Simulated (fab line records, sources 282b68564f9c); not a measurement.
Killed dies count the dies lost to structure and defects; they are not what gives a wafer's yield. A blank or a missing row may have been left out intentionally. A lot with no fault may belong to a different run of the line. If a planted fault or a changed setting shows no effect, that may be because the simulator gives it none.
fab line records / flow rit-cmos / part 2 of 2: steps 36 to 43 of 43
record lots=6 wafers=18 last-day=7
route steps=202 shown SDANNEAL@156 PSD@157 NSD@158 PLDD@159 NLDD@160 SILICIDE@161 CONTACT@168 M1@184
lots that met no fault: from a run of the same line without faults
start-h: the number of hours between the record's first day and the start of the first shown wafer of the lot / wait-h: how many hours have passed since the lot's step before this one / " the same as in the row above / L1.1+2: one row covering several wafers at once / - value missing, or start not given / * or withheld: withheld / < > ~ a bound
route shown NAME@n: names a module that has steps shown in the file, with the first one's number in the route / usual: the fault-free wafers' mean and standard deviation / same: alike in all rows / chamber/n: place in a boat / sites: readings site by site / _std_site: how widely they spread, as a standard deviation / _edge_site: inner sites' mean taken away from outer sites' mean / radius-mm: for every site, how far away it sits from the centre of the wafer / mask NAME#n: copy n / behind: the most recent tool/chamber to have shaped the wafer / hold: cause of the lot's hold/its duration in hours/its outcome / device: the transistor (n, p or np) that didn't switch / end of line: tests of these same wafers at the route's end / a step without rows: its recipe alone / killed: dies that structure and defects cost at the first sort, which is not the same as the wafer's yield / map: per-die view of a wafer (x killed, . not killed, _ where there is no die)
set.NAME: the setting that was run; set.NAME@STEP: the one run at that earlier step / model.NAME: the simulator's own value behind a step, which no gauge read
lots at selected steps of the route; one table per step, one row per wafer
services: the hour from which a tool's chamber was out of use, counted from the record's first day as start-h (under 0 if before that day), plus the number of hours and why
## steps
# step RIT_M1_PEB_07
# recipe resist=NOVOLAK temp-c=withheld time-s=withheld
# step RIT_M1_DEVELOP_08
# recipe resist=NOVOLAK develop-time-s=68 dev-temp-c=23
# step RIT_M1_CD_MEAS_09
# recipe target-cd-nm=2600
# usual cd-nm=2601.6/2.4
lot.wafer=L636.1 tool=cd-sem-01 chamber=- start-h=98.63 wait-h=- cd-nm=2598.3
lot.wafer=L636.2 tool=cd-sem-01 chamber=- start-h=98.63 wait-h=- cd-nm=2599.2
lot.wafer=L636.4 tool=cd-sem-01 chamber=- start-h=98.63 wait-h=- cd-nm=2601.6
lot.wafer=L641.1 tool=cd-sem-01 chamber=- start-h=120.09 wait-h=- cd-nm=2606.6
lot.wafer=L641.2 tool=cd-sem-01 chamber=- start-h=120.09 wait-h=- cd-nm=2602.5
lot.wafer=L641.6 tool=cd-sem-01 chamber=- start-h=120.09 wait-h=- cd-nm=2604.6
lot.wafer=L647.1 tool=cd-sem-01 chamber=- start-h=150.17 wait-h=- cd-nm=2606.4
lot.wafer=L647.2 tool=cd-sem-01 chamber=- start-h=150.17 wait-h=- cd-nm=2605.5
lot.wafer=L647.5 tool=cd-sem-01 chamber=- start-h=150.17 wait-h=- cd-nm=2605.0
lot.wafer=L650.1 tool=cd-sem-02 chamber=- start-h=163.14 wait-h=- cd-nm=2603.4
lot.wafer=L650.3 tool=cd-sem-02 chamber=- start-h=163.14 wait-h=- cd-nm=2601.4
lot.wafer=L650.4 tool=cd-sem-02 chamber=- start-h=163.14 wait-h=- cd-nm=2604.6
lot.wafer=L651.2 tool=cd-sem-01 chamber=- start-h=167.43 wait-h=- cd-nm=2599.6
lot.wafer=L651.4 tool=cd-sem-01 chamber=- start-h=167.43 wait-h=- cd-nm=2600.6
lot.wafer=L651.5 tool=cd-sem-01 chamber=- start-h=167.43 wait-h=- cd-nm=2601.1
lot.wafer=L652.1 tool=cd-sem-02 chamber=- start-h=174.38 wait-h=- cd-nm=2602.2
lot.wafer=L652.3 tool=cd-sem-02 chamber=- start-h=174.38 wait-h=- cd-nm=2600.0
lot.wafer=L652.4 tool=cd-sem-02 chamber=- start-h=174.38 wait-h=- cd-nm=2602.1
# step RIT_M1_OVL_MEAS_10
# usual M1_OVL=-0.5/1.5
lot.wafer=L636.1 tool=overlay-02 chamber=- start-h=98.75 wait-h=0.1 M1_OVL[nm]=-1.1
lot.wafer=L636.2 tool=overlay-02 chamber=- start-h=98.75 wait-h=0.1 M1_OVL[nm]=0.3
lot.wafer=L636.4 tool=overlay-02 chamber=- start-h=98.75 wait-h=0.1 M1_OVL[nm]=-1.8
lot.wafer=L641.1 tool=overlay-01 chamber=- start-h=120.21 wait-h=0.1 M1_OVL[nm]=0.5
lot.wafer=L641.2 tool=overlay-01 chamber=- start-h=120.21 wait-h=0.1 M1_OVL[nm]=-0.7
lot.wafer=L641.6 tool=overlay-01 chamber=- start-h=120.21 wait-h=0.1 M1_OVL[nm]=0.8
lot.wafer=L647.1 tool=overlay-02 chamber=- start-h=150.29 wait-h=0.1 M1_OVL[nm]=-0.1
lot.wafer=L647.2 tool=overlay-02 chamber=- start-h=150.29 wait-h=0.1 M1_OVL[nm]=-1.1
lot.wafer=L647.5 tool=overlay-02 chamber=- start-h=150.29 wait-h=0.1 M1_OVL[nm]=-0.1
lot.wafer=L650.1 tool=overlay-02 chamber=- start-h=163.26 wait-h=0.1 M1_OVL[nm]=1.3
lot.wafer=L650.3 tool=overlay-02 chamber=- start-h=163.26 wait-h=0.1 M1_OVL[nm]=1.7
lot.wafer=L650.4 tool=overlay-02 chamber=- start-h=163.26 wait-h=0.1 M1_OVL[nm]=1.1
lot.wafer=L651.2 tool=overlay-02 chamber=- start-h=167.54 wait-h=0.1 M1_OVL[nm]=0.0
lot.wafer=L651.4 tool=overlay-02 chamber=- start-h=167.54 wait-h=0.1 M1_OVL[nm]=0.0
lot.wafer=L651.5 tool=overlay-02 chamber=- start-h=167.54 wait-h=0.1 M1_OVL[nm]=-0.5
lot.wafer=L652.1 tool=overlay-02 chamber=- start-h=174.50 wait-h=0.1 M1_OVL[nm]=-1.8
lot.wafer=L652.3 tool=overlay-02 chamber=- start-h=174.50 wait-h=0.1 M1_OVL[nm]=-1.3
lot.wafer=L652.4 tool=overlay-02 chamber=- start-h=174.50 wait-h=0.1 M1_OVL[nm]=-2.1
# step RIT_M1_HARDBAKE_11
# recipe resist=NOVOLAK temp-c=140 time-s=120
# step RIT_M1_METAL_ETCH_12
# recipe stop-on=SiO2 chemistry=Cl2/BCl3 target=Al time-s=165 over-etch-frac=0.5 pressure-mtorr=100 target-depth-a=6000 rf-w=250 Cl2_flow_sccm=60 bcl3-flow-sccm=50
# usual drypump-motor-current-A=5.72/0.19 oes-product-au=0.777/0.01 rf-fwd-power-W=248.8/0.84 throttle-valve-pct=8.28/0.11
lot.wafer=L636.1 tool=rie-metal-01 chamber=1 start-h=99.03 wait-h=0.2 drypump-motor-current-A=5.72 oes-product-au=0.788 rf-fwd-power-W=248.6 rf-hours-counter-h=1 throttle-valve-pct=8.15 model.SiO2_of_CONTACT_CVD_00.thk-nm=359.2
lot.wafer=L636.2 tool=rie-metal-01 chamber=0 start-h=99.03 wait-h=0.2 drypump-motor-current-A=5.84 oes-product-au=0.772 rf-fwd-power-W=248.3 rf-hours-counter-h=1 throttle-valve-pct=8.15 model.SiO2_of_CONTACT_CVD_00.thk-nm=357.7
lot.wafer=L636.4 tool=rie-metal-01 chamber=1 start-h=99.03 wait-h=0.2 drypump-motor-current-A=5.70 oes-product-au=0.777 rf-fwd-power-W=248.1 rf-hours-counter-h=- throttle-valve-pct=8.14 model.SiO2_of_CONTACT_CVD_00.thk-nm=366.1
lot.wafer=L641.1 tool=rie-metal-02 chamber=0 start-h=120.50 wait-h=0.2 drypump-motor-current-A=5.48 oes-product-au=0.787 rf-fwd-power-W=250.4 rf-hours-counter-h=35 throttle-valve-pct=8.37 model.SiO2_of_CONTACT_CVD_00.thk-nm=369.6
lot.wafer=L641.2 tool=rie-metal-02 chamber=1 start-h=120.50 wait-h=0.2 drypump-motor-current-A=5.46 oes-product-au=0.771 rf-fwd-power-W=248.8 rf-hours-counter-h=38 throttle-valve-pct=8.29 model.SiO2_of_CONTACT_CVD_00.thk-nm=358.4
lot.wafer=L641.6 tool=rie-metal-02 chamber=0 start-h=120.50 wait-h=0.2 drypump-motor-current-A=5.50 oes-product-au=0.783 rf-fwd-power-W=249.7 rf-hours-counter-h=- throttle-valve-pct=8.39 model.SiO2_of_CONTACT_CVD_00.thk-nm=362.7
lot.wafer=L647.1 tool=rie-metal-03 chamber=0 start-h=150.58 wait-h=0.2 drypump-motor-current-A=6.01 oes-product-au=0.780 rf-fwd-power-W=248.5 rf-hours-counter-h=5 throttle-valve-pct=8.44 model.SiO2_of_CONTACT_CVD_00.thk-nm=376.5
lot.wafer=L647.2 tool=rie-metal-03 chamber=1 start-h=150.58 wait-h=0.2 drypump-motor-current-A=5.73 oes-product-au=0.805 rf-fwd-power-W=248.9 rf-hours-counter-h=5 throttle-valve-pct=8.30 model.SiO2_of_CONTACT_CVD_00.thk-nm=382.9
lot.wafer=L647.5 tool=rie-metal-03 chamber=1 start-h=150.58 wait-h=0.2 drypump-motor-current-A=5.74 oes-product-au=0.801 rf-fwd-power-W=249.2 rf-hours-counter-h=- throttle-valve-pct=8.30 model.SiO2_of_CONTACT_CVD_00.thk-nm=380.3
lot.wafer=L650.1 tool=rie-metal-03 chamber=0 start-h=163.55 wait-h=0.2 drypump-motor-current-A=6.00 oes-product-au=0.776 rf-fwd-power-W=249.1 rf-hours-counter-h=5 throttle-valve-pct=8.46 model.SiO2_of_CONTACT_CVD_00.thk-nm=385.8
lot.wafer=L650.3 tool=rie-metal-03 chamber=1 start-h=163.55 wait-h=0.2 drypump-motor-current-A=5.74 oes-product-au=0.793 rf-fwd-power-W=248.0 rf-hours-counter-h=- throttle-valve-pct=8.30 model.SiO2_of_CONTACT_CVD_00.thk-nm=380.1
lot.wafer=L650.4 tool=rie-metal-03 chamber=0 start-h=163.55 wait-h=0.2 drypump-motor-current-A=6.02 oes-product-au=0.770 rf-fwd-power-W=248.8 rf-hours-counter-h=- throttle-valve-pct=8.43 model.SiO2_of_CONTACT_CVD_00.thk-nm=391.4
lot.wafer=L651.2 tool=rie-metal-01 chamber=0 start-h=167.82 wait-h=0.2 drypump-motor-current-A=5.83 oes-product-au=0.776 rf-fwd-power-W=250.8 rf-hours-counter-h=2 throttle-valve-pct=8.15 model.SiO2_of_CONTACT_CVD_00.thk-nm=360
lot.wafer=L651.4 tool=rie-metal-01 chamber=0 start-h=167.82 wait-h=0.2 drypump-motor-current-A=5.83 oes-product-au=0.784 rf-fwd-power-W=251.5 rf-hours-counter-h=- throttle-valve-pct=8.15 model.SiO2_of_CONTACT_CVD_00.thk-nm=358.4
lot.wafer=L651.5 tool=rie-metal-01 chamber=1 start-h=167.82 wait-h=0.2 drypump-motor-current-A=5.70 oes-product-au=0.776 rf-fwd-power-W=249.0 rf-hours-counter-h=- throttle-valve-pct=8.15 model.SiO2_of_CONTACT_CVD_00.thk-nm=362.5
lot.wafer=L652.1 tool=rie-metal-02 chamber=1 start-h=174.96 wait-h=0.2 drypump-motor-current-A=5.44 oes-product-au=0.775 rf-fwd-power-W=249.4 rf-hours-counter-h=0 throttle-valve-pct=8.30 model.SiO2_of_CONTACT_CVD_00.thk-nm=365.2
lot.wafer=L652.3 tool=rie-metal-02 chamber=1 start-h=174.96 wait-h=0.2 drypump-motor-current-A=5.48 oes-product-au=0.770 rf-fwd-power-W=248.5 rf-hours-counter-h=- throttle-valve-pct=8.29 model.SiO2_of_CONTACT_CVD_00.thk-nm=359.3
lot.wafer=L652.4 tool=rie-metal-02 chamber=0 start-h=174.96 wait-h=0.2 drypump-motor-current-A=5.46 oes-product-au=0.752 rf-fwd-power-W=248.1 rf-hours-counter-h=- throttle-valve-pct=8.37 model.SiO2_of_CONTACT_CVD_00.thk-nm=368.7
# step RIT_M1_STRIP_13
# recipe chemistry=nmp resist=NOVOLAK temp-c=80 time-s=600 dry=n2-spin
# step RIT_M1_PROBE_99
# usual killed-at-contacts=0.0/0.22 killed-at-front-end=6.6/3 killed-dies=6.6/3 killed-open=3.4/2 killed-short=3.2/2
# same gross-dies=264 killed_at_M0_to_M3=0 killed_at_M4_up=0 killed-at-back-side=0 killed-at-other=0
lot.wafer=L636.1 tool=prober-02 chamber=- start-h=101.30 wait-h=0.1 killed-at-contacts=0 killed-at-front-end=7 killed-dies=7 killed-open=6 killed-short=1
lot.wafer=L636.2 tool=prober-02 chamber=- start-h=101.35 wait-h=0.1 killed-at-contacts=0 killed-at-front-end=8 killed-dies=8 killed-open=3 killed-short=5
lot.wafer=L636.4 tool=prober-02 chamber=- start-h=101.45 wait-h=0.2 killed-at-contacts=0 killed-at-front-end=1 killed-dies=1 killed-open=1 killed-short=0
lot.wafer=L641.1 tool=prober-01 chamber=- start-h=122.75 wait-h=0.1 killed-at-contacts=0 killed-at-front-end=4 killed-dies=4 killed-open=0 killed-short=4
lot.wafer=L641.2 tool=prober-01 chamber=- start-h=122.80 wait-h=0.1 killed-at-contacts=0 killed-at-front-end=6 killed-dies=6 killed-open=5 killed-short=1
lot.wafer=L641.6 tool=prober-01 chamber=- start-h=123.00 wait-h=0.2 killed-at-contacts=0 killed-at-front-end=9 killed-dies=9 killed-open=1 killed-short=8
lot.wafer=L647.1 tool=prober-02 chamber=- start-h=152.83 wait-h=0.1 killed-at-contacts=0 killed-at-front-end=8 killed-dies=8 killed-open=4 killed-short=4
lot.wafer=L647.2 tool=prober-02 chamber=- start-h=152.88 wait-h=0.1 killed-at-contacts=0 killed-at-front-end=11 killed-dies=11 killed-open=8 killed-short=3
lot.wafer=L647.5 tool=prober-02 chamber=- start-h=153.03 wait-h=0.2 killed-at-contacts=0 killed-at-front-end=6 killed-dies=6 killed-open=3 killed-short=3
lot.wafer=L650.1 tool=prober-01 chamber=- start-h=165.80 wait-h=0.1 killed-at-contacts=0 killed-at-front-end=3 killed-dies=3 killed-open=2 killed-short=0
lot.wafer=L650.3 tool=prober-01 chamber=- start-h=165.90 wait-h=0.2 killed-at-contacts=0 killed-at-front-end=3 killed-dies=3 killed-open=0 killed-short=2
lot.wafer=L650.4 tool=prober-01 chamber=- start-h=165.95 wait-h=0.2 killed-at-contacts=0 killed-at-front-end=1 killed-dies=1 killed-open=1 killed-short=0
lot.wafer=L651.2 tool=prober-02 chamber=- start-h=170.12 wait-h=0.1 killed-at-contacts=0 killed-at-front-end=9 killed-dies=9 killed-open=3 killed-short=6
lot.wafer=L651.4 tool=prober-02 chamber=- start-h=170.22 wait-h=0.2 killed-at-contacts=0 killed-at-front-end=6 killed-dies=6 killed-open=4 killed-short=2
lot.wafer=L651.5 tool=prober-02 chamber=- start-h=170.27 wait-h=0.2 killed-at-contacts=0 killed-at-front-end=8 killed-dies=8 killed-open=3 killed-short=5
lot.wafer=L652.1 tool=prober-01 chamber=- start-h=177.28 wait-h=0.1 killed-at-contacts=0 killed-at-front-end=7 killed-dies=7 killed-open=1 killed-short=6
lot.wafer=L652.3 tool=prober-01 chamber=- start-h=177.38 wait-h=0.2 killed-at-contacts=1 killed-at-front-end=10 killed-dies=11 killed-open=5 killed-short=6
lot.wafer=L652.4 tool=prober-01 chamber=- start-h=177.43 wait-h=0.2 killed-at-contacts=0 killed-at-front-end=6 killed-dies=6 killed-open=3 killed-short=3
# killed by level:class
L636.1 GATE:geometric-particle:open=2 SPACER:geometric-particle:open=2 FOX1:geometric-particle:open=1 FOX2:geometric-particle:open=1 GATE:geometric-particle:short=1
L636.2 GATE:geometric-particle:short=2 FOX1:geometric-particle:open=1 FOX1:geometric-particle:short=1 FOX2:geometric-particle:short=1 GATE:geometric-particle:open=1 REOX:geometric-particle:short=1 SPACER:geometric-particle:open=1
L636.4 SILICIDE:geometric-particle:open=1
L641.1 FOX2:geometric-particle:short=1 GATE:geometric-particle:short=1 REOX:geometric-particle:short=1 SILICIDE:geometric-particle:short=1
L641.2 GATE:geometric-particle:open=4 FOX1:geometric-particle:open=1 GATE:geometric-particle:short=1
L641.6 GATE:geometric-particle:short=6 FOX1:geometric-particle:short=1 SPACER:geometric-particle:short=1 SPACER:geometric-particle:open=1
L647.1 REOX:geometric-particle:open=3 SPACER:geometric-particle:short=2 GATE:geometric-particle:open=1 GATE:geometric-particle:short=1 REOX:geometric-particle:short=1
L647.2 GATE:geometric-particle:open=3 REOX:geometric-particle:short=3 REOX:geometric-particle:open=3 FOX1:geometric-particle:open=1 SPACER:geometric-particle:open=1
L647.5 GATE:geometric-particle:short=2 FOX2:geometric-particle:open=1 REOX:geometric-particle:open=1 SPACER:geometric-particle:open=1 SPACER:geometric-particle:short=1
L650.1 GATE:geometric-particle:open=1 SPACER:geometric-particle:open=1 NSD:coat-microbubble-printed=1
L650.3 REOX:geometric-particle:short=1 SILICIDE:geometric-particle:short=1 NSD:coat-microbubble-printed=1
L650.4 GATE:geometric-particle:open=1
L651.2 GATE:geometric-particle:short=3 GATE:geometric-particle:open=2 FOX1:geometric-particle:open=1 FOX1:geometric-particle:short=1 FOX2:geometric-particle:short=1 SPACER:geometric-particle:short=1
L651.4 GATE:geometric-particle:open=2 SILICIDE:geometric-particle:open=2 SPACER:geometric-particle:short=1 SILICIDE:geometric-particle:short=1
L651.5 GATE:geometric-particle:short=3 SPACER:geometric-particle:open=2 FOX1:geometric-particle:short=1 GATE:geometric-particle:open=1 SILICIDE:geometric-particle:short=1
L652.1 FOX2:geometric-particle:short=3 FOX1:geometric-particle:short=1 FOX2:geometric-particle:open=1 GATE:geometric-particle:short=1 REOX:geometric-particle:short=1
L652.3 FOX1:geometric-particle:short=3 GATE:geometric-particle:open=2 SILICIDE:geometric-particle:open=2 FOX1:geometric-particle:open=1 SILICIDE:geometric-particle:short=1 GATE:geometric-particle:short=1 CONTACT:geometric-particle:short=1
L652.4 GATE:geometric-particle:open=2 FOX2:geometric-particle:short=1 GATE:geometric-particle:short=1 REOX:geometric-particle:short=1 REOX:geometric-particle:open=1
## services
tool=rie-diel-04 chamber=2 start-h=71.74 hours=8.0 kind=repair
tool=rie-metal-03 chamber=1 start-h=72.47 hours=10.2 kind=repair
tool=pecvd-03 chamber=0 start-h=81.09 hours=6.3 kind=repair
tool=rie-diel-04 chamber=2 start-h=81.53 hours=3.8 kind=repair
tool=rie-metal-03 chamber=1 start-h=89.08 hours=3.9 kind=repair
tool=rie-diel-04 chamber=2 start-h=94.22 hours=3.2 kind=repair
tool=rie-metal-01 chamber=- start-h=116.21 hours=2.8 kind=pm
tool=rie-metal-01 chamber=0 start-h=119.54 hours=12.1 kind=repair
tool=pecvd-01 chamber=- start-h=123.95 hours=1.8 kind=repair
tool=rie-metal-02 chamber=- start-h=136.12 hours=20.0 kind=pm
tool=rie-metal-02 chamber=0 start-h=136.12 hours=20.0 kind=vent-cycle
tool=rie-metal-02 chamber=1 start-h=136.12 hours=20.0 kind=vent-cycle
tool=pecvd-01 chamber=0 start-h=138.27 hours=3.9 kind=repair
tool=plasma-asher-03 chamber=- start-h=141.43 hours=21.2 kind=repair
tool=rie-diel-04 chamber=0 start-h=142.86 hours=6.3 kind=repair
tool=pecvd-02 chamber=- start-h=143.86 hours=1.5 kind=repair
tool=rie-diel-04 chamber=2 start-h=150.01 hours=13.5 kind=repair
tool=rie-diel-04 chamber=1 start-h=153.16 hours=3.2 kind=repair
tool=rie-metal-02 chamber=0 start-h=156.12 hours=- kind=clean
tool=plasma-asher-02 chamber=- start-h=157.25 hours=4.0 kind=repair
tool=rie-diel-02 chamber=2 start-h=169.35 hours=7.1 kind=repair
tool=rie-metal-03 chamber=- start-h=170.04 hours=1.4 kind=pm
tool=pvd-sputter-01 chamber=- start-h=172.20 hours=1.3 kind=repair
tool=pvd-sputter-01 chamber=- start-h=172.35 hours=0.6 kind=repair
## key
first-sign step=RIT_CONTACT_THK_MEAS_01 reading=CONTACT_TEOS_THK direction=up sigmas=3.8 usual=401 struck=420
effect none on later readings
model-effect step=RIT_CONTACT_CVD_00 value=SiO2_of_CONTACT_CVD_00.thk-nm without=403.5 struck=419.8
model-effect step=RIT_CONTACT_ETCH_11 value=etch.depth-nm without=403.5 struck=419.8
model-effect step=RIT_M1_METAL_ETCH_12 value=SiO2_of_CONTACT_CVD_00.thk-nm without=366.5 struck=382.9
met-at RIT_CONTACT_CVD_00
struck-wafers L647.1,L647.2,L647.5,L650.1,L650.3,L650.4
tester-left-out L647,L650
onset-between 116.21 146.47
fault kind=process-parameter-drift tool=pecvd-03 chamber=- onset-h=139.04 steps=RIT_CONTACT_CVD_00 channel=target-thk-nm offset=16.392 shape=step end-h=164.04 stated=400
# tester-left-out: of these lots the tester's yield and bins aren't shown, on N5 and GAA mostly nor the transistor test; their killed dies are dies lost to structure and defects alone, not to doping, threshold or leakage, so they don't give the yield
